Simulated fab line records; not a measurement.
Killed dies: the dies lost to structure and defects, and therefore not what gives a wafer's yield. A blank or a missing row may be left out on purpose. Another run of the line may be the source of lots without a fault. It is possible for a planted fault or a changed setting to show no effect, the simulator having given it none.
One fault seen from 2 desks    flow berkeley cmos170    each desk holds nothing but its own numbers, with what lay behind them at the end

FROM THE METROLOGY DESK
Means of the sampled wafers that have a number, per lot and without regard to the tool the lot ran on: this is what the gauges read. Marked OUT: a lot whose mean sits more than 4 standard deviations from the usual mean, which makes it out of limits; the brackets give that distance.
Columns: A = cd nm at UCB170_CONTACT_CD_MEAS_15, usual 700.4 nm
lot   first seen here  A
L826  day 8 12:54      699.4
L827  day 8 18:20      700.3
L828  day 8 19:35      701.0
L832  day 9 03:23      699.9
L829  day 9 03:39      701.5
L831  day 9 04:16      697.0
L839  day 10 19:15     699.1
L836  day 10 19:30     698.9
L838  day 10 21:27     701.4
L835  day 10 21:44     701.2
L845  day 12 04:20     702.6
L843  day 12 04:38     699.8
L848  day 12 19:05     700.9
L849  day 13 03:16     701.9
This desk's finding: nothing out of limits on any of the 14 lots.

FOR THE TOOL OWNER'S DESK: litho track-02
The tool's own readings at UCB170_M2_HMDS_04 (prime time 60 s): means of the sampled wafers that have a number, for each lot that ran on this tool. Marked OUT: a lot whose mean sits more than 4 standard deviations from the usual mean, which makes it out of limits; the brackets give that distance.
Columns: A = prime temp c at UCB170_M2_HMDS_04, usual 100.00 C
lot   first seen here  A
L828  day 9 04:10      99.93
L832  day 9 14:11      100.13
L829  day 9 14:38      100.05
L843  day 12 13:40     101.17 (+9.0) OUT
L848  day 13 04:11     101.48 (+11) OUT
This desk finds L843, L848 out of limits, L843 being first, at day 12 13:40 (prime temp c at UCB170_M2_HMDS_04). L828, L832, L829 stayed within limits.

BROUGHT TOGETHER
At day 12 13:40, on L843, L848, the tool owner's desk was in a position to raise an alarm.
Nothing out of limits was seen by the metrology desk.
The metrology desk holds a record of L843, L848, inside its limits.
The lots listed all ran UCB170_M2_HMDS_04 on litho track-02.

WHAT THE SIMULATOR HAD INSERTED
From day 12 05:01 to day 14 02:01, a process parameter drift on litho track-02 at UCB170_M2_HMDS_04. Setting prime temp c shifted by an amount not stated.
Struck lots among those shown: L843, L848.
Hours from the fault's start to each desk's first reading out of limits: the tool owner's desk, 9.
